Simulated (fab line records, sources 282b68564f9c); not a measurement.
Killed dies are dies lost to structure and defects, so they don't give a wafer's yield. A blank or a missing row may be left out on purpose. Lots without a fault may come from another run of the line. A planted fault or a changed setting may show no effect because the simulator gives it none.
One fault seen from 2 desks | flow rit_cmos | each desk has only its own numbers; what lay behind them comes last

THE METROLOGY DESK
What the gauges read, lot by lot, whatever tool the lot ran on: means of the sampled wafers that have a number. A lot is out of limits, marked OUT, if its mean lies more than 4 standard deviations from the usual mean; the brackets give that distance.
Columns: A = M1_AL_RS at RIT_M1_RS_MEAS_01, usual 0.0735 ohm/sq; B = M1_AL_THK at RIT_M1_THK_MEAS_02, usual 401 nm; C = cd_nm at RIT_M1_CD_MEAS_09, usual 2600.6 nm; D = M1_OVL at RIT_M1_OVL_MEAS_10, usual -1.2 nm
lot  | first seen here | A      | B   | C      | D
L692 | day 3 16:51     | 0.0736 | 400 | 2599.9 | -0.9
L697 | day 4 17:57     | 0.0738 | 398 | 2598.0 | -2.5
L702 | day 5 23:45     | 0.0726 | 408 | 2601.8 | -1.6
L704 | day 6 04:41     | 0.0740 | 397 | 2601.7 | -3.5
L709 | day 7 13:18     | 0.0742 | 396 | 2599.9 | 0.9
L713 | day 8 16:52     | 0.0732 | 400 | 2606.7 | 0.3
This desk's finding: nothing out of limits on any of the 6 lots.

THE TOOL OWNER'S DESK: rie_metal-04
The tool's own readings at RIT_M1_METAL_ETCH_12 (etches Al in Cl2/BCl3, stops on SiO2, time 165 s, target depth 600 nm): means of the sampled wafers that have a number, for each lot that ran on this tool. A lot is out of limits, marked OUT, if its mean lies more than 4 standard deviations from the usual mean; the brackets give that distance.
Columns: A = drypump_motor_current_A at RIT_M1_METAL_ETCH_12, usual 5.7 A; B = oes_product_au at RIT_M1_METAL_ETCH_12, usual 0.769 a.u.; C = run_length_s at RIT_M1_METAL_ETCH_12, usual 193.5 s; D = throttle_valve_pct at RIT_M1_METAL_ETCH_12, usual 8.24 %
lot  | first seen here | A   | B                | C               | D
L692 | day 3 18:28     | 5.6 | 0.774            | 193.3           | 8.29
L704 | day 6 06:16     | 5.6 | 0.818 (+4.5) OUT | 185.5 (-20) OUT | 8.29
L709 | day 7 14:53     | 5.6 | 0.815 (+4.2) OUT | 185.4 (-20) OUT | 8.28
This desk's finding: out of limits on L704, L709; first on L704, day 6 06:16 (oes_product_au at RIT_M1_METAL_ETCH_12). In limits: L692.

PUT TOGETHER
The tool owner's desk could have raised an alarm at day 6 06:16, on L704, L709.
The metrology desk saw nothing out of limits.
The metrology desk has L704, L709 on record, within its limits.
Of the lots named, all ran RIT_M1_METAL_ETCH_12 on rie_metal-04.

WHAT THE SIMULATOR HAD PUT IN
Process parameter drift: rie_metal-04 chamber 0, from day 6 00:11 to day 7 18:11, at RIT_M1_METAL_ETCH_12. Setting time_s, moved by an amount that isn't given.
Lots struck among those shown: L704, L709.
Hours from the fault's start to each desk's first reading out of limits: the tool owner's desk, 6.
